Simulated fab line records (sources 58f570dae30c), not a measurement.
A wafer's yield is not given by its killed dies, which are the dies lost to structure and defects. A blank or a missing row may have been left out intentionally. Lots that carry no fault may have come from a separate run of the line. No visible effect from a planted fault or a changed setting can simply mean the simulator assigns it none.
fab line records	flow berkeleyCmos170
record lots=24	wafers=72	lastDay=12
route steps=331 shown PLDD@155 NLDD@168 SPACER@174 NSD@194 V2@296 M3@316
lots that met no fault: from a run of the same line without faults
startH: the number of hours between the record's first day and the start of the first shown wafer of the lot	waitH: hours from the lot's prior step to this one	" unchanged from the row above	L1.1+2: a row that stands for several wafers	- either no value or no given start	* or withheld: withheld	< > ~ a bound
route shown NAME@n: names a module that has steps shown in the file, with the first one's number in the route	usual: mean/standard deviation taken from wafers without a fault	same: alike in all rows	chamber/n: place in a boat	sites: each site's reading	_std_site: their standard deviation	_edge_site: inner sites' mean taken away from outer sites' mean	radiusMm: for every site, how far away it sits from the centre of the wafer	mask NAME#n: copy n	behind: tool/chamber where the wafer was last shaped	hold: why the lot was held/for how many hours/how that ended	device: the n, p or np transistor that did not switch	end of line: tests of these same wafers at the route's end	a step given without rows: its recipe and nothing more	killed: dies lost to structure and defects at the first sort, not the wafer's yield	map: a wafer's dies, marking killed ones x, the rest . and places with no die _
set.NAME: the setting the step ran with; set.NAME@STEP: the setting that earlier step ran with	model.NAME: the simulator's own value behind a step, which no gauge read
a sample of lots followed through the steps of the route, with each step as a table and each wafer as a row
services: when a tool's chamber went out of use (startH, in hours from the record's first day, below 0 if earlier), for how many hours, and the reason
## steps
# step UCB170_PLDD_STRIP_10
# recipe chemistry=O2	powerW=400	pressureMtorr=3500	platenTempC=withheld	o2FlowSccm=400	overashFraction=0.5
# usual drypumpMotorCurrentA=5.81/0.25	oesProductAu=0.735/0.0053	stripTimeToEndpointS=21.71/0.052
lot.wafer	tool	chamber	startH	waitH	drypumpMotorCurrentA	oesProductAu	rfHoursCounterH	stripTimeToEndpointS
L074.2	plasmaAsher-01	1	128.01	0.1	5.59	0.742	35	21.76
L074.3	"	0	"	"	5.51	0.734	-	21.69
L074.4	"	1	"	"	5.61	0.730	-	21.65
L077.2	plasmaAsher-04	1	128.13	0.1	6.21	0.740	45	21.68
L077.4	"	0	"	"	5.80	0.733	-	21.75
L077.5	"	1	"	"	6.21	0.732	-	21.76
L076.2	plasmaAsher-01	1	128.37	0.1	5.58	0.730	35	21.63
L076.3	"	0	"	"	5.50	0.732	-	21.64
L076.6	"	1	"	"	5.59	0.732	-	21.67
L075.2	plasmaAsher-02	1	128.61	0.1	6.09	0.731	1	21.73
L075.4	"	1	"	"	6.06	0.735	-	21.74
L075.6	"	0	"	"	5.92	0.729	-	21.73
L079.1	plasmaAsher-02	1	137.12	0.1	6.08	0.726	2	21.72
L079.2	"	0	"	"	5.89	0.735	2	21.76
L079.5	"	0	"	"	5.89	0.741	-	21.69
L078.2	plasmaAsher-02	1	137.48	0.1	6.08	0.742	2	21.69
L078.5	"	1	"	"	6.07	0.729	-	21.69
L078.6	"	0	"	"	5.93	0.745	-	21.72
L081.1	plasmaAsher-02	1	149.86	0.1	6.09	0.740	4	21.67
L081.5	"	1	"	"	6.08	0.736	-	21.72
L081.6	"	0	"	"	5.93	0.734	-	21.74
L080.1	plasmaAsher-04	1	150.41	0.1	6.17	0.725	48	21.76
L080.2	"	0	"	"	5.80	0.740	48	21.83
L080.3	"	0	"	"	5.82	0.731	-	21.76
L083.2	plasmaAsher-01	1	166.66	0.1	5.60	0.736	40	21.68
L083.5	"	1	"	"	5.60	0.731	-	21.72
L083.6	"	0	"	"	5.51	0.733	-	21.67
L086.2	plasmaAsher-01	0	167.72	0.1	5.50	0.742	40	21.63
L086.4	"	0	"	"	5.48	0.744	-	21.72
L086.6	"	0	"	"	5.50	0.736	-	21.68
L085.1	plasmaAsher-04	0	167.84	0.1	5.82	0.736	50	21.73
L085.3	"	0	"	"	5.84	0.735	-	21.70
L085.6	"	1	"	"	6.21	0.740	-	21.71
L087.2	plasmaAsher-02	0	168.25	0.1	5.92	0.741	6	21.68
L087.4	"	0	"	"	5.92	0.730	-	21.68
L087.5	"	1	"	"	6.06	0.735	-	21.68
L084.1	plasmaAsher-01	0	168.45	0.1	5.51	0.735	40	21.64
L084.2	"	1	"	"	5.60	0.739	40	21.63
L084.6	"	0	"	"	5.49	0.738	-	21.73
L082.1	plasmaAsher-02	0	169.06	0.1	5.91	0.732	6	21.79
L082.3	"	1	"	"	6.06	0.738	-	21.68
L082.4	"	0	"	"	5.91	0.730	-	21.78
L088.1	plasmaAsher-02	0	190.62	0.1	5.89	0.729	9	21.83
L088.4	"	1	"	"	6.08	0.727	-	21.68
L088.5	"	0	"	"	5.91	0.728	-	21.68
L090.3	plasmaAsher-02	0	191.01	0.1	5.90	0.735	-	21.82
L090.4	"	1	"	"	6.07	0.743	-	21.81
L090.6	"	0	"	"	5.91	0.731	-	21.74
L089.2	plasmaAsher-01	1	191.10	0.1	5.59	0.732	42	21.69
L089.4	"	0	"	"	5.50	0.743	-	21.62
L089.5	"	0	"	"	5.53	0.730	-	21.70
L091.1	plasmaAsher-01	0	201.99	0.1	5.51	0.739	43	21.71
L091.3	"	0	"	"	5.52	0.737	-	21.65
L091.6	"	0	"	"	5.50	0.727	-	21.73
L093.2	plasmaAsher-01	0	217.38	0.1	5.50	0.729	45	21.70
L093.3	"	0	"	"	5.50	0.733	-	21.69
L093.4	"	1	"	"	5.58	0.734	-	21.70
L092.4	plasmaAsher-04	1	217.67	0.1	6.22	0.739	-	21.69
L092.5	"	1	"	"	6.23	0.739	-	21.75
L092.6	"	0	"	"	5.81	0.728	-	21.67
L094.1	plasmaAsher-01	1	228.35	0.1	5.60	0.734	46	21.73
L094.4	"	0	"	"	5.50	0.736	-	21.69
L094.5	"	0	"	"	5.50	0.736	-	21.76
L096.1	plasmaAsher-02	0	228.86	0.1	5.93	0.737	13	21.76
L096.2	"	1	"	"	6.10	0.734	13	21.76
L096.4	"	0	"	"	5.93	0.738	-	21.69
L095.1	plasmaAsher-04	1	238.88	0.1	6.22	0.740	58	21.65
L095.3	"	1	"	"	6.20	0.738	-	21.59
L095.5	"	0	"	"	5.82	0.733	-	21.68
L097.1	plasmaAsher-01	0	238.88	0.1	5.48	0.739	47	21.72
L097.2	"	1	"	"	5.59	0.735	47	21.67
L097.5	"	0	"	"	5.50	0.734	-	21.71
# step UCB170_NLDD_STRIP_10
# recipe chemistry=O2	powerW=400	pressureMtorr=3500	platenTempC=withheld	o2FlowSccm=400	overashFraction=0.5
# usual drypumpMotorCurrentA=5.95/0.17	oesProductAu=0.734/0.0044	stripTimeToEndpointS=21.67/0.069
lot.wafer	tool	chamber	startH	waitH	drypumpMotorCurrentA	oesProductAu	rfHoursCounterH	stripTimeToEndpointS
L074.2	plasmaAsher-03	1	130.58	0.1	5.71	0.735	42	21.72
L074.3	"	1	"	"	5.72	0.732	-	21.65
L074.4	"	0	"	"	6.04	0.733	-	21.70
L077.2	plasmaAsher-04	0	130.70	0.1	5.79	0.739	45	21.73
L077.4	"	0	"	"	5.80	0.723	-	21.66
L077.5	"	1	"	"	6.20	0.726	-	21.74
L076.2	plasmaAsher-02	1	131.23	0.1	6.09	0.744	2	21.74
L076.3	"	0	"	"	5.91	0.737	-	21.86
L076.6	"	0	"	"	5.89	0.745	-	21.81
L075.2	plasmaAsher-04	0	131.47	0.1	5.83	0.736	46	21.70
L075.4	"	1	"	"	6.21	0.733	-	21.68
L075.6	"	1	"	"	6.20	0.729	-	21.71
L079.1	plasmaAsher-04	1	139.20	0.1	6.23	0.736	46	21.78
L079.2	"	0	"	"	5.80	0.738	46	21.71
L079.5	"	0	"	"	5.80	0.731	-	21.80
L078.2	plasmaAsher-03	1	139.47	0.1	5.73	0.733	44	21.71
L078.5	"	0	"	"	6.03	0.729	-	21.67
L078.6	"	1	"	"	5.72	0.729	-	21.71
L081.1	plasmaAsher-03	0	153.41	0.1	6.02	0.738	45	21.58
L081.5	"	1	"	"	5.73	0.736	-	21.68
L081.6	"	0	"	"	6.01	0.728	-	21.66
L080.1	plasmaAsher-02	1	153.65	0.1	6.06	0.736	4	21.68
L080.2	"	0	"	"	5.92	0.743	4	21.61
L080.3	"	0	"	"	5.89	0.735	-	21.75
L083.2	plasmaAsher-04	1	169.30	0.1	6.21	0.731	50	21.61
L083.5	"	1	"	"	6.21	0.737	-	21.58
L083.6	"	0	"	"	5.82	0.729	-	21.59
L086.2	plasmaAsher-03	0	169.78	0.1	6.02	0.731	47	21.60
L086.4	"	0	"	"	6.04	0.731	-	21.60
L086.6	"	1	"	"	5.74	0.735	-	21.58
L085.1	plasmaAsher-04	1	170.14	0.1	6.22	0.739	51	21.67
L085.3	"	0	"	"	5.84	0.733	-	21.63
L085.6	"	1	"	"	6.22	0.741	-	21.71
L087.2	plasmaAsher-02	1	170.38	0.1	6.09	0.733	7	21.66
L087.4	"	0	"	"	5.91	0.737	-	21.62
L087.5	"	1	"	"	6.08	0.733	-	21.62
L084.1	plasmaAsher-03	1	170.50	0.1	5.73	0.728	47	21.66
L084.2	"	0	"	"	6.02	0.745	47	21.64
L084.6	"	1	"	"	5.74	0.729	-	21.70
L082.1	plasmaAsher-04	0	170.74	0.1	5.79	0.730	51	21.58
L082.3	"	1	"	"	6.22	0.732	-	21.51
L082.4	"	0	"	"	5.80	0.739	-	21.61
L088.1	plasmaAsher-04	1	192.39	0.1	6.22	0.731	53	21.58
L088.4	"	0	"	"	5.81	0.740	-	21.56
L088.5	"	1	"	"	6.20	0.736	-	21.62
L090.3	plasmaAsher-03	1	192.80	0.1	5.73	0.734	-	21.74
L090.4	"	0	"	"	6.00	0.733	-	21.72
L090.6	"	1	"	"	5.71	0.742	-	21.68
L089.2	plasmaAsher-02	1	193.01	0.1	6.08	0.733	9	21.63
L089.4	"	1	"	"	6.08	0.735	-	21.64
L089.5	"	0	"	"	5.90	0.731	-	21.60
L091.1	plasmaAsher-02	0	204.08	0.1	5.90	0.735	11	21.80
L091.3	"	0	"	"	5.91	0.740	-	21.71
L091.6	"	0	"	"	5.95	0.733	-	21.66
L093.2	plasmaAsher-03	1	219.21	0.1	5.74	0.744	53	21.67
L093.3	"	1	"	"	5.72	0.732	-	21.64
L093.4	"	0	"	"	6.00	0.734	-	21.65
L092.4	plasmaAsher-02	0	219.52	0.1	5.90	0.738	-	21.64
L092.5	"	0	"	"	5.92	0.735	-	21.64
L092.6	"	1	"	"	6.07	0.730	-	21.64
L094.1	plasmaAsher-03	1	232.13	0.1	5.71	0.735	53	21.69
L094.4	"	0	"	"	6.01	0.738	-	21.70
L094.5	"	0	"	"	6.00	0.733	-	21.65
L096.1	plasmaAsher-04	1	232.42	0.1	6.19	0.732	58	21.75
L096.2	"	0	"	"	5.80	0.734	58	21.73
L096.4	"	0	"	"	5.82	0.731	-	21.65
L095.1	plasmaAsher-02	0	241.35	0.1	5.89	0.738	14	21.65
L095.3	"	0	"	"	5.89	0.733	-	21.66
L095.5	"	1	"	"	6.07	0.726	-	21.70
L097.1	plasmaAsher-03	1	241.50	0.1	5.72	0.731	54	21.63
L097.2	"	0	"	"	6.00	0.737	54	21.65
L097.5	"	0	"	"	6.01	0.735	-	21.71
# step UCB170_SPACER_ETCHBACK_03
# recipe stopOn=Si	target=SiO2	chemistry=CHF3/CF4/Ar	CHF3_flow_sccm=50	cf4FlowSccm=10	Ar_flow_sccm=120	pressureMtorr=200	rfW=500	targetDepthA=3760	timeS=100
# usual drypumpMotorCurrentA=5.7/0.45	oesProductAu=0.902/0.017	rfFwdPowerW=497.1/1.8	throttleValvePct=6.55/0.095
lot.wafer	tool	chamber	startH	waitH	drypumpMotorCurrentA	oesProductAu	rfFwdPowerW	rfHoursCounterH	throttleValvePct
L074.2	rieDiel-01	2	134.88	0.0	6.5	0.887	495.9	92	6.56
L074.3	"	0	"	"	5.0	0.883	496.3	16	6.52
L074.4	"	1	"	"	5.9	0.905	497.2	-	6.60
L076.2	rieDiel-04	1	134.88	0.0	6.3	0.876	499.0	99	6.49
L076.3	"	0	"	"	5.7	0.910	496.9	35	6.68
L076.6	"	0	"	"	5.7	0.924	498.4	-	6.66
L077.2	rieDiel-02	1	134.88	0.0	5.2	0.903	495.1	106	6.41
L077.4	"	3	"	"	5.8	0.935	495.0	10	6.53
L077.5	"	0	"	"	6.1	0.924	498.1	-	6.57
L075.2	rieDiel-01	2	134.96	0.1	6.5	0.886	494.5	92	6.55
L075.4	"	2	"	"	6.5	0.906	495.0	-	6.57
L075.6	"	0	"	"	5.1	0.921	495.3	-	6.55
L078.2	rieDiel-02	3	143.23	0.0	5.8	0.908	497.2	11	6.52
L078.5	"	2	"	"	5.4	0.903	497.5	-	6.67
L078.6	"	1	"	"	5.2	0.892	493.1	-	6.40
L079.1	rieDiel-01	2	143.23	0.0	6.5	0.898	495.5	92	6.57
L079.2	"	1	"	"	5.9	0.897	496.9	157	6.59
L079.5	"	0	"	"	5.0	0.901	498.4	-	6.53
L080.1	rieDiel-01	2	157.79	0.0	6.5	0.892	494.2	93	6.57
L080.2	"	3	"	"	5.5	0.882	495.9	0	6.69
L080.3	"	0	"	"	5.1	0.897	498.2	18	6.53
L081.1	rieDiel-02	0	157.79	0.0	6.1	0.925	495.7	34	6.57
L081.5	"	3	"	"	5.8	0.944	498.3	-	6.54
L081.6	"	2	"	"	5.3	0.901	498.1	-	6.64
L083.2	rieDiel-01	2	173.12	0.0	6.5	0.910	495.8	94	6.56
L083.5	"	1	"	"	5.9	0.908	499.0	-	6.61
L083.6	"	2	"	"	6.5	0.904	497.0	-	6.59
L085.1	rieDiel-02	3	173.12	0.0	5.8	0.931	496.8	13	6.53
L085.3	"	0	"	"	6.1	0.898	494.9	34	6.57
L085.6	"	2	"	"	5.3	0.900	497.2	-	6.66
L086.2	rieDiel-04	2	173.12	0.0	5.4	0.891	494.0	124	6.60
L086.4	"	0	"	"	5.7	0.913	496.5	37	6.67
L086.6	"	0	"	"	5.7	0.929	497.2	-	6.68
L082.1	rieDiel-02	1	173.19	0.1	5.2	0.883	496.5	109	6.41
L082.3	"	3	"	"	5.8	0.912	496.4	13	6.52
L082.4	"	0	"	"	6.1	0.923	494.0	34	6.57
L084.1	rieDiel-04	0	173.19	0.1	5.7	0.902	499.4	37	6.67
L084.2	"	1	"	"	6.4	0.882	497.0	101	6.47
L084.6	"	0	"	"	5.7	0.915	498.3	-	6.64
L087.2	rieDiel-01	0	173.19	0.1	5.1	0.907	498.2	19	6.53
L087.4	"	1	"	"	5.9	0.890	498.6	0	6.60
L087.5	"	1	"	"	5.9	0.896	498.9	-	6.61
L088.1	rieDiel-04	2	196.33	0.0	5.4	0.870	497.4	124	6.59
L088.4	"	3	"	"	5.7	0.929	496.9	116	6.36
L088.5	"	0	"	"	5.7	0.923	498.0	-	6.66
L089.2	rieDiel-02	2	196.33	0.0	5.3	0.892	498.1	112	6.66
L089.4	"	3	"	"	5.8	0.928	499.0	14	6.54
L089.5	"	1	"	"	5.2	0.883	495.9	-	6.39
L090.3	rieDiel-01	0	196.33	0.0	5.0	0.881	494.2	20	6.53
L090.4	"	3	"	"	5.5	0.921	494.9	2	6.69
L090.6	"	1	"	"	5.9	0.897	497.4	-	6.59
L091.1	rieDiel-04	3	208.14	0.0	5.7	0.897	494.8	116	6.35
L091.3	"	0	"	"	5.7	0.913	496.3	39	6.67
L091.6	"	2	"	"	5.4	0.885	495.4	-	6.58
L092.4	rieDiel-02	1	223.59	0.0	5.2	0.898	494.7	111	6.39
L092.5	"	3	"	"	5.9	0.919	493.9	-	6.55
L092.6	"	2	"	"	5.4	0.919	500.3	-	6.66
L093.2	rieDiel-04	3	223.59	0.0	5.7	0.902	496.6	117	6.36
L093.3	"	1	"	"	6.3	0.897	497.6	103	6.47
L093.4	"	0	"	"	5.7	0.928	497.6	39	6.67
L094.1	rieDiel-04	0	238.52	0.0	5.7	0.909	499.7	40	6.69
L094.4	"	1	"	"	6.4	0.901	496.5	103	6.48
L094.5	"	3	"	"	5.7	0.924	496.3	-	6.34
L096.1	rieDiel-01	0	238.52	0.0	5.0	0.883	498.0	21	6.54
L096.2	"	2	"	"	6.5	0.886	494.9	97	6.58
L096.4	"	3	"	"	5.5	0.894	498.0	4	6.68
L095.1	rieDiel-01	1	245.54	0.0	5.8	0.897	498.3	3	6.60
L095.3	"	3	"	"	5.5	0.903	500.8	4	6.67
L095.5	"	2	"	"	6.5	0.912	497.2	-	6.57
L097.1	rieDiel-04	0	245.54	0.0	5.7	0.903	498.3	40	6.67
L097.2	"	1	"	"	6.4	0.877	498.5	104	6.48
L097.5	"	1	"	"	6.4	0.880	498.0	-	6.47
# step UCB170_NSD_OVL_MEAS_07
# usual NSD_OVL=-3/4.2
lot.wafer	tool	chamber	startH	waitH	NSD_OVL[nm]
L074.2	overlay-02	-	138.36	0.1	-3
L074.3	"	-	"	"	-6
L074.4	"	-	"	"	-4
L076.2	overlay-01	-	138.75	0.1	-1
L076.3	"	-	"	"	6
L076.6	"	-	"	"	7
L077.2	overlay-01	-	139.02	0.1	-14
L077.4	"	-	"	"	-3
L077.5	"	-	"	"	-8
L075.2	overlay-02	-	139.38	0.1	-4
L075.4	"	-	"	"	-3
L075.6	"	-	"	"	-3
L079.1	overlay-01	-	147.06	0.1	3
L079.2	"	-	"	"	5
L079.5	"	-	"	"	-3
L078.2	overlay-02	-	147.19	0.1	-2
L078.5	"	-	"	"	-6
L078.6	"	-	"	"	-5
L081.1	overlay-01	-	160.90	0.1	-3
L081.5	"	-	"	"	0
L081.6	"	-	"	"	-2
L080.1	overlay-01	-	161.24	0.1	-8
L080.2	"	-	"	"	1
L080.3	"	-	"	"	-5
L083.2	overlay-02	-	177.22	0.1	-2
L083.5	"	-	"	"	0
L083.6	"	-	"	"	1
L086.2	overlay-02	-	177.51	0.1	-7
L086.4	"	-	"	"	-5
L086.6	"	-	"	"	-6
L085.1	overlay-01	-	177.78	0.1	-3
L085.3	"	-	"	"	1
L085.6	"	-	"	"	-5
L087.2	overlay-02	-	177.80	0.1	-4
L087.4	"	-	"	"	0
L087.5	"	-	"	"	-6
L082.1	overlay-01	-	178.03	0.1	0
L082.3	"	-	"	"	-3
L082.4	"	-	"	"	-4
L084.1	overlay-02	-	178.27	0.1	-6
L084.2	"	-	"	"	-6
L084.6	"	-	"	"	-2
L088.1	overlay-01	-	199.32	0.1	-12
L088.4	"	-	"	"	-6
L088.5	"	-	"	"	-9
L090.3	overlay-02	-	199.45	0.1	-7
L090.4	"	-	"	"	-5
L090.6	"	-	"	"	-7
L089.2	overlay-02	-	199.76	0.1	-2
L089.4	"	-	"	"	-5
L089.5	"	-	"	"	-1
L091.1	overlay-01	-	211.07	0.1	-3
L091.3	"	-	"	"	-3
L091.6	"	-	"	"	6
L093.2	overlay-02	-	226.52	0.1	-8
L093.3	"	-	"	"	4
L093.4	"	-	"	"	-6
L092.4	overlay-01	-	226.85	0.1	-2
L092.5	"	-	"	"	-1
L092.6	"	-	"	"	-1
L094.1	overlay-02	-	241.84	0.1	3
L094.4	"	-	"	"	1
L094.5	"	-	"	"	-2
L096.1	overlay-01	-	242.22	0.1	-7
L096.2	"	-	"	"	-4
L096.4	"	-	"	"	-8
L095.1	overlay-02	-	249.61	0.1	-8
L095.3	"	-	"	"	0
L095.5	"	-	"	"	2
L097.1	overlay-02	-	249.81	0.1	-2
L097.2	"	-	"	"	-7
L097.5	"	-	"	"	-3
# step UCB170_V2_THK_MEAS_04
# recipe reads=SiO2_of_V2_CVD_00
# usual V2_POLISHED_THK=1000.5/1.4
lot.wafer	tool	chamber	startH	waitH	V2_POLISHED_THK[nm]
L074.2	filmMetro-02	-	156.99	0.1	1000.2
L074.3	"	-	"	"	998.9
L074.4	"	-	"	"	1002.2
L076.2	filmMetro-03	-	158.19	0.1	1000.0
L076.3	"	-	"	"	998.5
L076.6	"	-	"	"	998.2
L075.2	filmMetro-04	-	158.55	0.1	1001.6
L075.4	"	-	"	"	999.3
L075.6	"	-	"	"	1001.9
L077.2	filmMetro-02	-	158.85	0.1	999.1
L077.4	"	-	"	"	1002.0
L077.5	"	-	"	"	1001.0
L079.1	filmMetro-03	-	169.84	0.1	1000.5
L079.2	"	-	"	"	1002.5
L079.5	"	-	"	"	999.9
L078.2	filmMetro-04	-	170.21	0.1	1000.5
L078.5	"	-	"	"	998.9
L078.6	"	-	"	"	998.4
L081.1	filmMetro-02	-	180.62	0.1	1000.2
L081.5	"	-	"	"	1001.0
L081.6	"	-	"	"	999.7
L080.1	filmMetro-03	-	188.32	0.1	998.7
L080.2	"	-	"	"	1000.7
L080.3	"	-	"	"	1000.0
L086.2	filmMetro-03	-	197.97	0.1	1001.4
L086.4	"	-	"	"	1002.9
L086.6	"	-	"	"	1003.1
L085.1	filmMetro-03	-	198.60	0.1	998.2
L085.3	"	-	"	"	999.0
L085.6	"	-	"	"	998.2
L083.2	filmMetro-04	-	198.92	0.1	1000.2
L083.5	"	-	"	"	999.5
L083.6	"	-	"	"	1002.1
L082.1	filmMetro-03	-	199.27	0.1	1000.3
L082.3	"	-	"	"	1000.7
L082.4	"	-	"	"	1000.9
L084.1	filmMetro-02	-	199.33	0.1	1001.8
L084.2	"	-	"	"	999.5
L084.6	"	-	"	"	1000.7
L087.2	filmMetro-02	-	199.82	0.1	999.2
L087.4	"	-	"	"	999.3
L087.5	"	-	"	"	1001.7
L088.1	filmMetro-02	-	219.27	0.1	1002.4
L088.4	"	-	"	"	998.9
L088.5	"	-	"	"	999.6
L090.3	filmMetro-04	-	219.77	0.1	1000.9
L090.4	"	-	"	"	999.6
L090.6	"	-	"	"	1001.1
L089.2	filmMetro-04	-	220.06	0.1	999.8
L089.4	"	-	"	"	1002.1
L089.5	"	-	"	"	1003.5
L091.1	filmMetro-03	-	230.03	0.1	999.4
L091.3	"	-	"	"	1002.1
L091.6	"	-	"	"	1000.0
L092.4	filmMetro-04	-	251.95	0.1	1001.0
L092.5	"	-	"	"	998.7
L092.6	"	-	"	"	1001.2
L093.2	filmMetro-02	-	252.23	0.1	1000.2
L093.3	"	-	"	"	999.5
L093.4	"	-	"	"	999.0
L096.1	filmMetro-02	-	267.91	0.1	1000.7
L096.2	"	-	"	"	999.8
L096.4	"	-	"	"	998.7
L094.1	filmMetro-02	-	268.21	0.1	1001.8
L094.4	"	-	"	"	1001.3
L094.5	"	-	"	"	1000.1
L097.1	filmMetro-02	-	271.66	0.1	999.8
L097.2	"	-	"	"	1001.0
L097.5	"	-	"	"	1001.9
L095.1	filmMetro-04	-	279.11	0.1	1000.4
L095.3	"	-	"	"	999.8
L095.5	"	-	"	"	1001.0
# step UCB170_M3_STRIP_07
# recipe chemistry=O2	powerW=400	pressureMtorr=3500	platenTempC=withheld	o2FlowSccm=400	overashFraction=0.5
# usual drypumpMotorCurrentA=5.78/0.22	oesProductAu=0.735/0.0048	stripTimeToEndpointS=22.01/0.055
lot.wafer	tool	chamber	startH	waitH	drypumpMotorCurrentA	oesProductAu	rfHoursCounterH	stripTimeToEndpointS
L074.2	plasmaAsher-03	0	159.94	0.1	6.03	0.742	46	21.96
L074.3	"	0	"	"	6.03	0.742	-	22.00
L074.4	"	1	"	"	5.73	0.733	-	21.98
L076.2	plasmaAsher-01	1	161.30	0.1	5.59	0.738	39	22.08
L076.3	"	1	"	"	5.61	0.730	-	22.06
L076.6	"	0	"	"	5.53	0.740	-	22.11
L075.2	plasmaAsher-03	0	161.53	0.1	6.01	0.728	46	22.08
L075.4	"	0	"	"	6.01	0.736	-	22.05
L075.6	"	0	"	"	6.03	0.743	-	22.03
L077.2	plasmaAsher-04	1	161.98	0.1	6.20	0.736	50	22.01
L077.4	"	1	"	"	6.21	0.734	-	22.03
L077.5	"	0	"	"	5.82	0.738	-	21.88
L079.1	plasmaAsher-03	1	172.45	0.1	5.74	0.733	48	22.02
L079.2	"	0	"	"	6.01	0.742	48	22.03
L079.5	"	0	"	"	5.99	0.736	-	22.01
L078.2	plasmaAsher-01	0	172.82	0.1	5.52	0.739	41	21.98
L078.5	"	1	"	"	5.60	0.736	-	21.97
L078.6	"	0	"	"	5.53	0.728	-	21.98
L081.1	plasmaAsher-04	1	183.28	0.1	6.21	0.735	52	21.95
L081.5	"	0	"	"	5.80	0.737	-	21.95
L081.6	"	1	"	"	6.19	0.735	-	21.96
L080.1	plasmaAsher-03	1	191.66	0.1	5.70	0.729	50	22.02
L080.2	"	0	"	"	6.01	0.735	50	22.01
L080.3	"	1	"	"	5.71	0.731	-	22.00
L086.2	plasmaAsher-04	0	201.32	0.1	5.82	0.737	54	21.97
L086.4	"	0	"	"	5.80	0.738	-	21.95
L086.6	"	1	"	"	6.19	0.733	-	21.98
L085.1	plasmaAsher-03	1	201.83	0.1	5.72	0.735	51	22.01
L085.3	"	0	"	"	6.01	0.736	-	22.08
L085.6	"	0	"	"	5.98	0.733	-	22.08
L083.2	plasmaAsher-03	0	202.44	0.1	6.01	0.728	51	22.10
L083.5	"	1	"	"	5.75	0.728	-	22.11
L083.6	"	0	"	"	6.01	0.734	-	22.16
L082.1	plasmaAsher-01	1	202.77	0.1	5.59	0.739	43	22.05
L082.3	"	0	"	"	5.50	0.738	-	22.05
L082.4	"	1	"	"	5.58	0.738	-	22.03
L084.1	plasmaAsher-03	0	203.22	0.1	6.00	0.735	51	22.05
L084.2	"	1	"	"	5.73	0.733	51	22.04
L084.6	"	0	"	"	6.01	0.731	-	22.05
L087.2	plasmaAsher-04	1	203.46	0.1	6.19	0.739	55	21.95
L087.4	"	0	"	"	5.81	0.736	-	22.01
L087.5	"	1	"	"	6.21	0.752	-	21.99
L088.1	plasmaAsher-01	0	221.82	0.1	5.52	0.741	45	22.11
L088.4	"	0	"	"	5.50	0.734	-	22.02
L088.5	"	0	"	"	5.50	0.737	-	22.05
L090.3	plasmaAsher-03	0	222.28	0.1	6.01	0.721	-	21.93
L090.4	"	1	"	"	5.72	0.729	-	22.07
L090.6	"	0	"	"	6.01	0.725	-	21.97
L089.2	plasmaAsher-01	0	222.88	0.1	5.54	0.739	45	22.06
L089.4	"	0	"	"	5.52	0.725	-	22.08
L089.5	"	0	"	"	5.53	0.736	-	22.00
L091.1	plasmaAsher-03	0	233.18	0.1	6.00	0.737	53	21.91
L091.3	"	1	"	"	5.71	0.730	-	21.94
L091.6	"	1	"	"	5.72	0.731	-	21.97
L092.4	plasmaAsher-04	0	257.43	0.1	5.82	0.731	-	22.01
L092.5	"	1	"	"	6.21	0.728	-	21.93
L092.6	"	0	"	"	5.81	0.738	-	22.04
L093.2	plasmaAsher-01	1	257.45	0.1	5.57	0.727	49	22.04
L093.3	"	0	"	"	5.50	0.737	-	21.98
L093.4	"	1	"	"	5.60	0.732	-	21.98
L096.1	plasmaAsher-01	1	270.48	0.1	5.59	0.729	50	21.98
L096.2	"	0	"	"	5.51	0.733	50	22.06
L096.4	"	0	"	"	5.51	0.732	-	22.04
L094.1	plasmaAsher-01	0	270.83	0.1	5.53	0.738	50	22.01
L094.4	"	0	"	"	5.51	0.737	-	22.10
L094.5	"	1	"	"	5.59	0.728	-	21.94
L097.1	plasmaAsher-01	1	274.24	0.1	5.58	0.732	51	21.98
L097.2	"	0	"	"	5.51	0.742	51	21.97
L097.5	"	1	"	"	5.59	0.739	-	22.00
L095.1	plasmaAsher-03	0	281.90	0.1	5.98	0.724	59	22.04
L095.3	"	1	"	"	5.72	0.739	-	22.09
L095.5	"	0	"	"	6.02	0.736	-	22.05
## services
tool	chamber	startH	hours	kind
plasmaAsher-02	-	108.75	9.0	pm
plasmaAsher-02	0	108.75	9.0	ventCycle
plasmaAsher-02	1	108.75	9.0	ventCycle
plasmaAsher-02	0	117.75	-	clean
plasmaAsher-02	1	117.75	-	clean
plasmaAsher-04	-	121.70	2.8	pm
rieDiel-01	3	124.84	-	clean
rieDiel-01	3	124.84	24.0	scheduledDown
rieDiel-01	3	124.84	24.0	ventCycle
rieDiel-01	1	148.83	-	clean
rieDiel-01	1	148.83	19.1	scheduledDown
rieDiel-01	1	148.83	19.1	ventCycle
rieDiel-04	0	158.09	3.2	repair
plasmaAsher-01	-	187.29	3.8	repair
rieDiel-04	3	193.43	1.3	repair
rieDiel-04	-	222.43	0.9	repair
plasmaAsher-03	-	224.28	4.2	repair
rieDiel-02	3	240.02	8.7	repair
rieDiel-02	1	263.62	7.8	repair
plasmaAsher-03	-	269.60	2.0	repair
plasmaAsher-04	-	277.15	1.2	repair
## key
fault none
